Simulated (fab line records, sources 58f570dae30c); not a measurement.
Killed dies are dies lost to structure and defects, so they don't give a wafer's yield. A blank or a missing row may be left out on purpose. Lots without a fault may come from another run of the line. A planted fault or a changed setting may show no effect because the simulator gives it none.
fab line records | flow berkeley_cmos170
record lots=5 wafers=15 last_day=14
route steps=331 shown GATE@129 PLDD@145 NLDD@158
lots that met no fault: from a run of the same line without faults
start_h: hours from the record's first day to the start of the lot's first wafer shown | wait_h: hours since the lot's step before | " the same as in the row above | L1.1+2: a row that stands for several wafers | - no value, or no start given | * or withheld: withheld | < > ~ a bound
route shown NAME@n: a module of which the file shows steps, and the number in the route of the first | usual: mean/standard deviation of fault-free wafers | same: alike in all rows | chamber/n: place in a boat | sites: the reading at each site | _std_site: their standard deviation | _edge_site: outer sites' mean less inner sites' | radius_mm: how far each site lies from the wafer's centre | mask NAME#n: copy n | behind: the tool/chamber that last shaped the wafer | hold: why the lot was held/for how many hours/how that ended | device: the transistor (n, p or np) that didn't switch | end of line: the same wafers' tests at the end of the route | a step without rows: its recipe alone | killed: dies lost to structure and defects at the first sort, not the wafer's yield | map: a wafer's dies, x killed, . not, _ none there
set.NAME: the setting as run; set.NAME@STEP: as run at that earlier step | model.NAME: the simulator's own value behind a step, which no gauge read
lots at some steps of the route; a table a step, a row a wafer
services: from which hour (start_h, from the record's first day; less than 0 if before it) a tool's chamber was out of use, for how many hours, and why
## steps
# step UCB170_GATE_ANNEAL_03
# recipe temp_c=900 time_s=1800 ambient=N2
# columns lot.wafer tool chamber start_h wait_h
L083.2+4+5 furnace-02 0 222.65 8.5
L087.2+3+5 furnace-04 0 242.33 7.2
L089.4+5+6 furnace-04 0 256.36 9.9
L096.1+2+4 furnace-02 0 299.52 5.3
L097.3+5+6 furnace-02 0 299.52 5.3
# step UCB170_GATE_CVD_04
# recipe material=poly-Si temp_c=610 precursor=SiH4 time_s=1440 pressure_mtorr=375 target_thk_nm=214 sih4_flow_sccm=120
# usual pressure_mtorr=375.0/0.86
# columns lot.wafer tool chamber start_h wait_h pressure_mtorr
L083.2 lpcvd-01 0 224.15 0.0 375.3
L083.4 " 0 " " 375.4
L083.5 " 0 " " 374.6
L087.2 lpcvd-01 1 243.97 0.1 374.1
L087.3 " 1 " " 373.3
L087.5 " 1 " " 374.9
L089.4 lpcvd-02 1 257.86 0.0 375.4
L089.5 " 1 " " 374.9
L089.6 " 1 " " 375.4
L096.1 lpcvd-01 0 301.02 0.0 374.0
L096.2 " 0 " " 374.0
L096.4 " 0 " " 374.8
L097.3 lpcvd-01 0 301.02 0.0 373.0
L097.5 " 0 " " 373.5
L097.6 " 0 " " 373.6
# step UCB170_GATE_THK_MEAS_05
# recipe reads=poly-Si_of_GATE_CVD_04
# usual GATE_POLY_THK=214.2/1.9
# columns lot.wafer tool chamber start_h wait_h GATE_POLY_THK[nm]
L083.2 film_metro-02 - 225.56 0.0 214.0
L083.4 " - " " 214.9
L083.5 " - " " 217.0
L087.2 film_metro-03 - 245.38 0.0 217.7
L087.3 " - " " 216.3
L087.5 " - " " 215.0
L089.4 film_metro-02 - 259.29 0.0 211.7
L089.5 " - " " 212.4
L089.6 " - " " 212.7
L096.1 film_metro-02 - 302.42 0.0 216.4
L096.2 " - " " 217.2
L096.4 " - " " 217.3
L097.3 film_metro-03 - 302.44 0.0 214.0
L097.5 " - " " 213.8
L097.6 " - " " 215.9
# step UCB170_GATE_COAT_06
# recipe resist=BARC temp_c=withheld time_s=withheld spin_rpm=3000 resist_thk_nm=withheld
# usual dispense_pressure_kPa=48.0/1.4 spin_speed_rpm=3000.0/1.8
# columns lot.wafer tool chamber start_h wait_h dispense_pressure_kPa spin_speed_rpm
L083.2 litho_track-02 0 225.99 0.4 50.3 2996.9
L083.4 " 0 " " 50.3 2999.7
L083.5 " 0 " " 50.3 2997.3
L087.2 litho_track-04 0 245.57 0.2 47.6 2999.1
L087.3 " 0 " " 47.6 3002.7
L087.5 " 0 " " 47.7 2997.9
L089.4 litho_track-01 0 259.40 0.1 46.9 2998.9
L089.5 " 0 " " 46.9 2998.6
L089.6 " 0 " " 46.9 2999.6
L097.3 litho_track-01 0 302.75 0.3 46.9 2999.4
L097.5 " 0 " " 46.9 2999.7
L097.6 " 0 " " 46.9 2998.9
L096.1 litho_track-01 0 303.15 0.7 46.9 2998.3
L096.2 " 0 " " 46.9 2999.3
L096.4 " 0 " " 46.9 2998.9
# step UCB170_GATE_COAT_07
# recipe resist=KrF spin_rpm=1500 resist_thk_nm=900
# usual dispense_pressure_kPa=48.0/1.4 spin_speed_rpm=1500.1/0.85
# columns lot.wafer tool chamber start_h wait_h dispense_pressure_kPa spin_speed_rpm
L083.2 litho_track-02 0 - - 50.4 1499.6
L083.4 " 0 " " 50.4 1500.2
L083.5 " 0 " " 50.3 1498.9
L087.2 litho_track-04 0 - - 47.7 1499.1
L087.3 " 0 " " 47.6 1500.1
L087.5 " 0 " " 47.7 1499.5
L089.4 litho_track-01 0 - - 47.0 1500.3
L089.5 " 0 " " 47.0 1501.5
L089.6 " 0 " " 47.0 1499.7
L097.3 litho_track-01 0 - - 46.8 1500.2
L097.5 " 0 " " 46.9 1500.1
L097.6 " 0 " " 46.9 1499.6
L096.1 litho_track-01 0 - - 46.9 1500.8
L096.2 " 0 " " 46.9 1500.5
L096.4 " 0 " " 46.9 1500.8
# step UCB170_GATE_SOFTBAKE_08
# recipe resist=KrF temp_c=130 time_s=60
# columns lot.wafer tool chamber start_h wait_h
L083.2+4+5 litho_track-02 0 - -
L087.2+3+5 litho_track-04 0 - -
L089.4+5+6 litho_track-01 0 - -
L097.3+5+6 litho_track-01 0 - -
L096.1+2+4 litho_track-01 0 - -
# step UCB170_GATE_EXPOSE_09
# recipe mask_id=POLY target_cd_nm=350 na=0.5 sigma_outer=0.6 source_shape=conventional dose_mj=21
# columns lot.wafer tool chamber start_h wait_h mask
L083.2+4+5 krf_scanner-02 0 226.43 - POLY#0
L087.2+3+5 krf_scanner-02 0 246.14 - POLY#0
L089.4+5+6 krf_scanner-01 0 259.83 - POLY#0
L097.3+5+6 krf_scanner-02 0 303.31 - POLY#0
L096.1+2+4 krf_scanner-01 0 303.72 - POLY#0
# step UCB170_GATE_PEB_10
# recipe peb_temp_c=130 peb_time_s=withheld resist=KrF
# columns lot.wafer tool chamber start_h wait_h
L083.2+4+5 litho_track-02 0 226.71 0.3
L087.2+3+5 litho_track-02 0 246.26 0.1
L089.4+5+6 litho_track-04 0 259.97 0.1
L097.3+5+6 litho_track-04 0 303.81 0.5
L096.1+2+4 litho_track-02 0 303.84 0.1
# step UCB170_GATE_DEVELOP_11
# recipe developer=TMAH develop_time_s=45 resist=KrF dev_temp_c=21
# same develop_time_s=45
# columns lot.wafer tool chamber start_h wait_h
L083.2+4+5 litho_track-02 0 - -
L087.2+3+5 litho_track-02 0 - -
L089.4+5+6 litho_track-04 0 - -
L097.3+5+6 litho_track-04 0 - -
L096.1+2+4 litho_track-02 0 - -
# step UCB170_GATE_CD_MEAS_12
# recipe target_cd_nm=350
# usual cd_nm=350.3/1.3
# columns lot.wafer tool chamber start_h wait_h cd_nm
L083.2 cd_sem-01 - 226.98 - 351.0
L083.4 " - " " 350.6
L083.5 " - " " 351.3
L087.2 cd_sem-02 - 246.53 - 352.6
L087.3 " - " " 352.6
L087.5 " - " " 351.6
L089.4 cd_sem-02 - 260.23 - 350.4
L089.5 " - " " 350.3
L089.6 " - " " 350.9
L097.3 cd_sem-02 - 304.08 - 350.5
L097.5 " - " " 350.8
L097.6 " - " " 350.5
L096.1 cd_sem-01 - 304.11 - 350.3
L096.2 " - " " 350.7
L096.4 " - " " 350.4
# step UCB170_GATE_OVL_MEAS_13
# usual GATE_OVL=1/6
# columns lot.wafer tool chamber start_h wait_h GATE_OVL[nm]
L083.2 overlay-01 - 227.09 0.1 1
L083.4 " - " " 6
L083.5 " - " " 5
L087.2 overlay-02 - 246.64 0.1 12
L087.3 " - " " -3
L087.5 " - " " -1
L089.4 overlay-02 - 260.30 0.1 7
L089.5 " - " " 6
L089.6 " - " " 7
L097.3 overlay-01 - 304.17 0.1 5
L097.5 " - " " 0
L097.6 " - " " 3
L096.1 overlay-01 - 304.23 0.1 13
L096.2 " - " " 10
L096.4 " - " " 4
# step UCB170_GATE_ETCH_14
# recipe chemistry=N2/H2 target_depth_a=withheld overetch_a=withheld target=BARC time_s=withheld source_w=500 bias_w=100 pressure_mtorr=30 n2_flow_sccm=100 h2_flow_sccm=200
# usual chamber_pressure_mTorr=30.000/0.028 drypump_motor_current_A=5.8/0.45 oes_product_au=0.997/0.022 throttle_valve_pct=13.31/0.092
# columns lot.wafer tool chamber start_h wait_h chamber_pressure_mTorr drypump_motor_current_A oes_product_au throttle_valve_pct
L083.2 rie_diel-01 2 227.12 0.0 30.044 5.2 0.995 13.26
L083.4 " 3 " " 30.015 6.0 1.001 13.40
L083.5 " 2 " " 30.053 5.2 0.998 13.28
L087.2 rie_diel-03 0 246.67 0.0 29.979 6.1 1.039 13.14
L087.3 " 3 " " 29.997 5.0 0.983 13.27
L087.5 " 1 " " 29.987 6.0 1.016 13.33
L089.4 rie_diel-01 0 260.32 0.0 29.949 5.7 1.007 13.28
L089.5 " 2 " " 29.957 5.2 0.995 13.26
L089.6 " 3 " " 29.981 6.0 0.998 13.39
L097.3 rie_diel-04 0 304.20 0.0 29.975 6.0 1.025 13.34
L097.5 " 0 " " 30.073 6.0 1.011 13.31
L097.6 " 3 " " 30.008 6.4 0.977 13.24
L096.1 rie_diel-01 3 304.27 0.0 29.978 6.0 1.015 13.40
L096.2 " 1 " " 29.990 5.2 0.947 13.34
L096.4 " 2 " " 29.997 5.2 1.013 13.26
# step UCB170_GATE_ETCH_15
# recipe chemistry=HBr/Cl2 target=poly-Si stop_on=SiO2 over_etch_frac=0.3 icp_w=300 bias_w=150 time_s=56.3 pressure_mtorr=15 HBr_flow_sccm=150 Cl2_flow_sccm=50 target_depth_a=2782
# usual chamber_pressure_mTorr=14.999/0.014 drypump_motor_current_A=5.8/0.32 oes_product_au=0.828/0.01 throttle_valve_pct=26.57/0.23
# columns lot.wafer tool chamber start_h wait_h chamber_pressure_mTorr drypump_motor_current_A oes_product_au rf_hours_counter_h throttle_valve_pct
L083.2 rie_si-02 2 227.16 - 15.014 5.3 0.829 69 26.67
L083.4 " 0 " " 14.995 6.2 0.811 1 26.51
L083.5 " 0 " " 15.023 6.2 0.821 - 26.52
L087.2 rie_si-02 1 246.71 - 14.988 5.4 0.835 15 26.32
L087.3 " 2 " " 14.993 5.3 0.843 69 26.68
L087.5 " 0 " " 14.983 6.2 0.815 - 26.52
L089.4 rie_si-01 0 260.36 - 14.996 5.7 0.825 31 26.33
L089.5 " 0 " " 14.978 5.8 0.830 - 26.32
L089.6 " 1 " " 14.988 5.7 0.823 - 27.02
L097.3 rie_si-01 3 304.24 - 14.999 5.7 0.816 2 26.51
L097.5 " 0 " " 15.017 5.8 0.827 - 26.33
L097.6 " 3 " " 14.991 5.8 0.818 - 26.50
L096.1 rie_si-02 1 304.31 - 15.006 5.4 0.838 15 26.31
L096.2 " 2 " " 14.993 5.3 0.845 69 26.67
L096.4 " 3 " " 14.980 5.7 0.846 9 26.42
# step UCB170_GATE_STRIP_16
# recipe chemistry=O2 power_w=400 pressure_mtorr=3500 platen_temp_c=withheld o2_flow_sccm=400 overash_fraction=0.5
# usual chamber_pressure_mTorr=3501/3.2 drypump_motor_current_A=5.9/0.35 oes_product_au=0.724/0.005
# columns lot.wafer tool chamber start_h wait_h chamber_pressure_mTorr drypump_motor_current_A oes_product_au rf_hours_counter_h
L083.2 plasma_asher-03 1 227.21 0.0 3500 6.4 0.720 10
L083.4 " 1 " " 3499 6.4 0.723 -
L083.5 " 0 " " 3502 5.6 0.723 -
L087.2 plasma_asher-02 0 246.76 0.0 3505 5.9 0.727 48
L087.3 " 0 " " 3504 5.9 0.730 -
L087.5 " 1 " " 3503 5.6 0.718 -
L089.4 plasma_asher-03 1 260.45 0.1 3503 6.4 0.725 -
L089.5 " 0 " " 3503 5.6 0.733 -
L089.6 " 1 " " 3499 6.4 0.725 -
L097.3 plasma_asher-02 1 304.32 0.1 3507 5.7 0.725 -
L097.5 " 0 " " 3498 5.9 0.726 -
L097.6 " 1 " " 3497 5.7 0.722 -
L096.1 plasma_asher-03 1 304.36 0.0 3500 6.4 0.728 20
L096.2 " 0 " " 3498 5.6 0.720 20
L096.4 " 0 " " 3501 5.6 0.729 -
# step UCB170_GATE_CD_MEAS_90
# recipe target_cd_nm=350
# usual cd_nm=350.3/1.6
# columns lot.wafer tool chamber start_h wait_h cd_nm
L083.2 cd_sem-02 - 227.33 0.1 351.7
L083.4 " - " " 349.9
L083.5 " - " " 350.8
L087.2 cd_sem-02 - 246.88 0.1 351.7
L087.3 " - " " 353.1
L087.5 " - " " 350.4
L089.4 cd_sem-02 - 260.57 0.1 350.2
L089.5 " - " " 350.9
L089.6 " - " " 350.7
L097.3 cd_sem-02 - 304.43 0.1 350.0
L097.5 " - " " 350.8
L097.6 " - " " 351.3
L096.1 cd_sem-02 - 304.51 0.1 350.1
L096.2 " - " " 351.7
L096.4 " - " " 351.3
# step UCB170_GATE_CLEAN_17
# recipe chemistry=SPM temp_c=120 time_s=600
# usual temp_c=119.98/0.15
# columns lot.wafer tool chamber start_h wait_h temp_c
L083.2 wet_bench-02 0 227.43 0.1 120.05
L083.4 " 0 " " 119.58
L083.5 " 0 " " 119.86
L087.2 wet_bench-02 1 247.15 0.3 120.07
L087.3 " 1 " " 120.02
L087.5 " 1 " " 120.02
L089.4 wet_bench-03 3 260.63 0.0 120.13
L089.5 " 3 " " 120.01
L089.6 " 3 " " 120.28
L097.3 wet_bench-02 0 304.51 0.1 120.14
L097.5 " 0 " " 120.13
L097.6 " 0 " " 120.12
L096.1 wet_bench-02 2 304.68 0.2 119.98
L096.2 " 2 " " 119.98
L096.4 " 2 " " 120.17
# step UCB170_PLDD_HMDS_00
# recipe prime_time_s=60 prime_temp_c=100
# same prime_time_s=60
# columns lot.wafer tool chamber start_h wait_h
L083.2+4+5 litho_track-04 0 228.16 0.4
L087.2+3+5 litho_track-01 0 247.37 0.0
L089.4+5+6 litho_track-03 0 260.88 0.1
L097.3+5+6 litho_track-04 0 304.73 0.1
L096.1+2+4 litho_track-01 0 304.95 0.1
# step UCB170_PLDD_COAT_01
# recipe resist=KrF spin_rpm=1500 resist_thk_nm=900
# usual dispense_pressure_kPa=48.0/1 spin_speed_rpm=1500.2/0.98
# columns lot.wafer tool chamber start_h wait_h dispense_pressure_kPa spin_speed_rpm
L083.2 litho_track-04 0 228.31 0.1 47.7 1500.8
L083.4 " 0 " " 47.6 1501.1
L083.5 " 0 " " 47.6 1500.7
L087.2 litho_track-01 0 247.52 0.1 47.0 1498.7
L087.3 " 0 " " 47.0 1500.0
L087.5 " 0 " " 47.0 1500.0
L089.4 litho_track-03 0 261.03 0.1 49.5 1501.2
L089.5 " 0 " " 49.5 1500.5
L089.6 " 0 " " 49.5 1500.7
L097.3 litho_track-04 0 304.88 0.1 47.6 1500.7
L097.5 " 0 " " 47.7 1499.9
L097.6 " 0 " " 47.7 1499.9
L096.1 litho_track-01 0 305.10 0.1 46.9 1501.4
L096.2 " 0 " " 46.9 1498.8
L096.4 " 0 " " 46.8 1500.0
# step UCB170_PLDD_SOFTBAKE_02
# recipe resist=KrF temp_c=130 time_s=60
# columns lot.wafer tool chamber start_h wait_h
L083.2+4+5 litho_track-04 0 228.46 0.1
L087.2+3+5 litho_track-01 0 247.67 0.1
L089.4+5+6 litho_track-03 0 261.18 0.1
L097.3+5+6 litho_track-04 0 305.03 0.1
L096.1+2+4 litho_track-01 0 305.25 0.1
# step UCB170_PLDD_EXPOSE_03
# recipe mask_id=PSELECT na=0.5 sigma_outer=0.6 source_shape=conventional target_cd_nm=1200 dose_mj=30
# columns lot.wafer tool chamber start_h wait_h mask
L083.2+4+5 krf_scanner-02 0 228.61 0.1 PSELECT#0
L087.2+3+5 krf_scanner-02 0 247.94 0.2 PSELECT#0
L089.4+5+6 krf_scanner-02 0 261.32 0.1 PSELECT#0
L097.3+5+6 krf_scanner-01 0 305.17 0.1 PSELECT#0
L096.1+2+4 krf_scanner-01 0 305.40 0.1 PSELECT#0
# step UCB170_PLDD_PEB_04
# recipe peb_temp_c=130 peb_time_s=withheld resist=KrF
# columns lot.wafer tool chamber start_h wait_h
L083.2+4+5 litho_track-04 0 228.89 0.3
L087.2+3+5 litho_track-03 0 248.06 0.1
L089.4+5+6 litho_track-03 0 261.45 0.1
L097.3+5+6 litho_track-04 0 305.30 0.1
L096.1+2+4 litho_track-04 0 305.52 0.1
# step UCB170_PLDD_DEVELOP_05
# recipe developer=TMAH develop_time_s=45 resist=KrF dev_temp_c=21
# same develop_time_s=45
# columns lot.wafer tool chamber start_h wait_h
L083.2+4+5 litho_track-04 0 - -
L087.2+3+5 litho_track-03 0 - -
L089.4+5+6 litho_track-03 0 - -
L097.3+5+6 litho_track-04 0 - -
L096.1+2+4 litho_track-04 0 - -
# step UCB170_PLDD_CD_MEAS_06
# recipe target_cd_nm=1200
# usual cd_nm=1199.7/1.5
# columns lot.wafer tool chamber start_h wait_h cd_nm
L083.2 cd_sem-02 - 229.16 - 1201.3
L083.4 " - " " 1200.5
L083.5 " - " " 1200.5
L087.2 cd_sem-01 - 248.33 - 1198.3
L087.3 " - " " 1199.1
L087.5 " - " " 1199.2
L089.4 cd_sem-02 - 261.71 - 1198.3
L089.5 " - " " 1197.0
L089.6 " - " " 1196.3
L097.3 cd_sem-01 - 305.56 - 1200.2
L097.5 " - " " 1199.9
L097.6 " - " " 1199.8
L096.1 cd_sem-01 - 305.80 - 1200.6
L096.2 " - " " 1200.4
L096.4 " - " " 1200.9
# step UCB170_PLDD_OVL_MEAS_07
# usual PLDD_OVL=-3/5.2
# columns lot.wafer tool chamber start_h wait_h PLDD_OVL[nm]
L083.2 overlay-01 - 229.26 0.1 4
L083.4 " - " " 5
L083.5 " - " " 8
L087.2 overlay-02 - 248.43 0.1 -1
L087.3 " - " " 2
L087.5 " - " " 2
L089.4 overlay-02 - 261.79 0.1 6
L089.5 " - " " -4
L089.6 " - " " -2
L097.3 overlay-01 - 305.65 0.1 -7
L097.5 " - " " -4
L097.6 " - " " -3
L096.1 overlay-01 - 305.92 0.1 -3
L096.2 " - " " -13
L096.4 " - " " -6
# step UCB170_PLDD_IMPLANT_08
# recipe species=BF2 dose_cm2=5e+13 energy_kev=10 tilt_deg=7 rotation_deg=0
# usual beam_on_s=10.01/0.2 dose_ions_cm2=5e+13/4.9e+10
# columns lot.wafer tool chamber start_h wait_h beam_on_s dose_ions_cm2
L083.2 implanter-03 0 229.32 0.0 10.26 4.991e+13
L083.4 " 0 " " 10.20 5.003e+13
L083.5 " 0 " " 10.06 5.002e+13
L087.2 implanter-02 0 248.49 0.0 9.92 5e+13
L087.3 " 0 " " 10.00 4.997e+13
L087.5 " 0 " " 9.99 5.001e+13
L089.4 implanter-02 0 261.88 0.1 10.06 4.995e+13
L089.5 " 0 " " 9.76 4.993e+13
L089.6 " 0 " " 10.30 5.005e+13
L097.3 implanter-03 0 305.73 0.1 10.02 4.997e+13
L097.5 " 0 " " 10.13 5.006e+13
L097.6 " 0 " " 9.93 5.001e+13
L096.1 implanter-04 0 305.95 0.0 9.93 5.006e+13
L096.2 " 0 " " 10.18 4.992e+13
L096.4 " 0 " " 9.67 4.999e+13
# step UCB170_PLDD_IMPLANT_09
# recipe species=BF2 dose_cm2=5e+13 energy_kev=10 tilt_deg=7 rotation_deg=180
# usual beam_on_s=10.03/0.2 dose_ions_cm2=4.999e+13/6.3e+10
# columns lot.wafer tool chamber start_h wait_h beam_on_s dose_ions_cm2
L083.2 implanter-03 0 229.47 0.1 10.03 4.993e+13
L083.4 " 0 " " 10.06 4.99e+13
L083.5 " 0 " " 9.92 4.999e+13
L087.2 implanter-02 0 248.64 0.1 9.82 4.998e+13
L087.3 " 0 " " 10.12 5.008e+13
L087.5 " 0 " " 9.80 4.993e+13
L089.4 implanter-02 0 262.03 0.1 10.09 5e+13
L089.5 " 0 " " 10.04 5e+13
L089.6 " 0 " " 10.42 4.998e+13
L097.3 implanter-03 0 305.88 0.1 10.33 4.998e+13
L097.5 " 0 " " 9.86 5e+13
L097.6 " 0 " " 10.22 4.997e+13
L096.1 implanter-04 0 306.10 0.1 10.14 4.999e+13
L096.2 " 0 " " 9.80 5.001e+13
L096.4 " 0 " " 10.62 4.996e+13
# step UCB170_PLDD_STRIP_10
# recipe chemistry=O2 power_w=400 pressure_mtorr=3500 platen_temp_c=withheld o2_flow_sccm=400 overash_fraction=0.5
# usual chamber_pressure_mTorr=3500/3.4 drypump_motor_current_A=5.57/0.18 oes_product_au=0.734/0.0046 strip_time_to_endpoint_s=21.64/0.065
# columns lot.wafer tool chamber start_h wait_h chamber_pressure_mTorr drypump_motor_current_A oes_product_au rf_hours_counter_h strip_time_to_endpoint_s
L083.2 plasma_asher-04 0 229.59 0.1 3497 5.43 0.734 51 21.63
L083.4 " 1 " " 3498 5.48 0.726 - 21.62
L083.5 " 1 " " 3498 5.48 0.742 - 21.67
L087.2 plasma_asher-04 0 248.76 0.1 3500 5.43 0.730 54 21.61
L087.3 " 0 " " 3498 5.42 0.742 - 21.61
L087.5 " 0 " " 3501 5.44 0.737 - 21.63
L089.4 plasma_asher-04 1 262.14 0.1 3500 5.46 0.735 - 21.70
L089.5 " 0 " " 3501 5.41 0.734 - 21.65
L089.6 " 1 " " 3496 5.45 0.727 - 21.61
L097.3 plasma_asher-04 0 306.01 0.1 3502 5.45 0.735 - 21.69
L097.5 " 1 " " 3490 5.50 0.740 - 21.65
L097.6 " 0 " " 3496 5.44 0.731 - 21.71
L096.1 plasma_asher-01 0 306.25 0.1 3493 5.41 0.734 39 21.66
L096.2 " 1 " " 3495 5.74 0.734 39 21.67
L096.4 " 0 " " 3504 5.44 0.731 - 21.67
# step UCB170_PLDD_TW_MEAS_11
# usual PLDD_TW=1000/6.7
# columns lot.wafer tool chamber start_h wait_h PLDD_TW
L083.2 film_metro-02 - 229.70 0.1 1003
L083.4 " - " " 1012
L083.5 " - " " 1015
L087.2 film_metro-03 - 248.87 0.1 997
L087.3 " - " " 997
L087.5 " - " " 1000
L089.4 film_metro-01 - 262.24 0.1 1002
L089.5 " - " " 1008
L089.6 " - " " 1007
L097.3 film_metro-01 - 306.10 0.1 987
L097.5 " - " " 991
L097.6 " - " " 994
L096.1 film_metro-02 - 306.35 0.1 1009
L096.2 " - " " 1002
L096.4 " - " " 1002
# step UCB170_PLDD_CLEAN_12
# recipe chemistry=SPM temp_c=120 time_s=600
# usual temp_c=120.02/0.12
# columns lot.wafer tool chamber start_h wait_h temp_c
L083.2 wet_bench-02 1 229.75 0.0 119.79
L083.4 " 1 " " 119.84
L083.5 " 1 " " 119.98
L087.2 wet_bench-03 3 251.11 2.2 119.98
L087.3 " 3 " " 119.97
L087.5 " 3 " " 120.02
L089.4 wet_bench-03 2 262.27 0.0 120.05
L089.5 " 2 " " 120.13
L089.6 " 2 " " 119.90
L097.3 wet_bench-04 1 306.14 0.0 120.14
L097.5 " 1 " " 120.01
L097.6 " 1 " " 120.11
L096.1 wet_bench-02 1 306.41 0.1 119.91
L096.2 " 1 " " 119.91
L096.4 " 1 " " 119.88
# step UCB170_NLDD_HMDS_00
# recipe prime_time_s=60 prime_temp_c=100
# same prime_time_s=60
# columns lot.wafer tool chamber start_h wait_h
L083.2+4+5 litho_track-04 0 230.16 0.0
L087.2+3+5 litho_track-02 0 251.33 0.0
L089.4+5+6 litho_track-02 0 262.91 0.5
L097.3+5+6 litho_track-04 0 306.52 0.2
L096.1+2+4 litho_track-02 0 306.59 0.0
# step UCB170_NLDD_COAT_01
# recipe resist=KrF spin_rpm=1500 resist_thk_nm=900
# usual dispense_pressure_kPa=49.5/1.1 spin_speed_rpm=1499.9/1.1
# columns lot.wafer tool chamber start_h wait_h dispense_pressure_kPa spin_speed_rpm
L083.2 litho_track-04 0 230.31 0.1 47.6 1499.7
L083.4 " 0 " " 47.6 1499.0
L083.5 " 0 " " 47.6 1499.0
L087.2 litho_track-02 0 251.48 0.1 50.4 1499.6
L087.3 " 0 " " 50.4 1500.9
L087.5 " 0 " " 50.4 1499.5
L089.4 litho_track-02 0 263.06 0.1 50.4 1499.2
L089.5 " 0 " " 50.4 1499.8
L089.6 " 0 " " 50.4 1499.2
L097.3 litho_track-04 0 306.67 0.1 47.7 1498.8
L097.5 " 0 " " 47.7 1499.0
L097.6 " 0 " " 47.7 1500.6
L096.1 litho_track-02 0 306.74 0.1 50.3 1499.8
L096.2 " 0 " " 50.3 1499.5
L096.4 " 0 " " 50.3 1500.1
# step UCB170_NLDD_SOFTBAKE_02
# recipe resist=KrF temp_c=130 time_s=60
# columns lot.wafer tool chamber start_h wait_h
L083.2+4+5 litho_track-04 0 230.46 0.1
L087.2+3+5 litho_track-02 0 251.63 0.1
L089.4+5+6 litho_track-02 0 263.21 0.1
L097.3+5+6 litho_track-04 0 306.82 0.1
L096.1+2+4 litho_track-02 0 306.89 0.1
# step UCB170_NLDD_EXPOSE_03
# recipe mask_id=NSELECT na=0.5 sigma_outer=0.6 source_shape=conventional target_cd_nm=1200 dose_mj=30
# columns lot.wafer tool chamber start_h wait_h mask
L083.2+4+5 krf_scanner-02 0 230.73 0.2 NSELECT#0
L087.2+3+5 krf_scanner-02 0 251.77 0.1 NSELECT#0
L089.4+5+6 krf_scanner-02 0 263.34 0.1 NSELECT#0
L097.3+5+6 krf_scanner-02 0 306.96 0.1 NSELECT#0
L096.1+2+4 krf_scanner-01 0 307.17 0.3 NSELECT#0
# step UCB170_NLDD_PEB_04
# recipe peb_temp_c=130 peb_time_s=withheld resist=KrF
# columns lot.wafer tool chamber start_h wait_h
L083.2+4+5 litho_track-02 0 231.36 0.6
L087.2+3+5 litho_track-02 0 251.89 0.1
L089.4+5+6 litho_track-04 0 263.90 0.5
L097.3+5+6 litho_track-03 0 307.09 0.1
L096.1+2+4 litho_track-04 0 307.28 0.1
# step UCB170_NLDD_DEVELOP_05
# recipe developer=TMAH develop_time_s=45 resist=KrF dev_temp_c=21
# same develop_time_s=45
# columns lot.wafer tool chamber start_h wait_h
L083.2+4+5 litho_track-02 0 - -
L087.2+3+5 litho_track-02 0 - -
L089.4+5+6 litho_track-04 0 - -
L097.3+5+6 litho_track-03 0 - -
L096.1+2+4 litho_track-04 0 - -
# step UCB170_NLDD_CD_MEAS_06
# recipe target_cd_nm=1200
# usual cd_nm=1200.0/1.4
# columns lot.wafer tool chamber start_h wait_h cd_nm
L083.2 cd_sem-02 - 231.63 - 1199.2
L083.4 " - " " 1199.0
L083.5 " - " " 1198.9
L087.2 cd_sem-02 - 252.16 - 1198.1
L087.3 " - " " 1198.0
L087.5 " - " " 1197.9
L089.4 cd_sem-02 - 264.17 - 1201.6
L089.5 " - " " 1200.3
L089.6 " - " " 1201.5
L097.3 cd_sem-01 - 307.36 - 1201.9
L097.5 " - " " 1201.1
L097.6 " - " " 1201.6
L096.1 cd_sem-01 - 307.56 - 1200.2
L096.2 " - " " 1200.1
L096.4 " - " " 1199.9
# step UCB170_NLDD_OVL_MEAS_07
# usual NLDD_OVL=0/5.8
# columns lot.wafer tool chamber start_h wait_h NLDD_OVL[nm]
L083.2 overlay-02 - 231.74 0.1 7
L083.4 " - " " 0
L083.5 " - " " -3
L087.2 overlay-02 - 252.27 0.1 7
L087.3 " - " " 3
L087.5 " - " " 3
L089.4 overlay-01 - 264.24 0.1 -8
L089.5 " - " " 0
L089.6 " - " " -6
L097.3 overlay-01 - 307.45 0.1 2
L097.5 " - " " 9
L097.6 " - " " -8
L096.1 overlay-01 - 307.68 0.1 -5
L096.2 " - " " -6
L096.4 " - " " -5
# step UCB170_NLDD_IMPLANT_08
# recipe species=As dose_cm2=5e+13 energy_kev=30 tilt_deg=7 rotation_deg=0
# usual beam_on_s=10.01/0.2 dose_ions_cm2=5e+13/5.5e+10
# columns lot.wafer tool chamber start_h wait_h beam_on_s dose_ions_cm2
L083.2 implanter-03 0 231.79 0.0 10.37 4.996e+13
L083.4 " 0 " " 9.82 4.994e+13
L083.5 " 0 " " 10.20 4.991e+13
L087.2 implanter-01 0 252.33 0.0 10.04 4.996e+13
L087.3 " 0 " " 9.79 4.998e+13
L087.5 " 0 " " 10.27 4.999e+13
L089.4 implanter-01 0 264.34 0.1 10.06 5.003e+13
L089.5 " 0 " " 9.98 5.012e+13
L089.6 " 0 " " 10.10 5.005e+13
L097.3 implanter-02 0 307.52 0.1 9.84 5.006e+13
L097.5 " 0 " " 10.06 4.998e+13
L097.6 " 0 " " 9.66 5.002e+13
L096.1 implanter-03 0 307.71 0.0 10.03 5.007e+13
L096.2 " 0 " " 10.18 5.005e+13
L096.4 " 0 " " 10.13 5.002e+13
## services
# columns tool chamber start_h hours kind
implanter-02 - 206.44 1.6 repair
implanter-03 - 209.74 0.8 repair
krf_scanner-02 - 209.82 4.0 pm
krf_scanner-02 - 217.68 0.1 repair
rie_diel-04 3 218.97 2.4 repair
rie_diel-03 3 225.83 2.9 repair
krf_scanner-02 - 229.65 0.8 pm
plasma_asher-02 - 231.04 4.2 repair
krf_scanner-01 - 231.31 4.4 pm
wet_bench-03 - 233.16 1.4 repair
krf_scanner-02 0 244.73 - calibration
implanter-01 - 250.02 0.6 repair
rie_diel-03 3 250.24 4.5 repair
furnace-04 - 251.68 3.4 pm
rie_diel-04 1 254.35 9.1 repair
lpcvd-02 - 256.93 0.7 repair
lpcvd-01 - 270.33 0.7 repair
krf_scanner-01 0 279.05 - calibration
furnace-02 - 280.25 3.9 pm
rie_si-02 2 286.01 1.8 repair
krf_scanner-01 - 291.32 1.3 pm
implanter-02 - 299.56 1.8 repair
krf_scanner-01 - 307.43 1.0 pm
## key
fault none
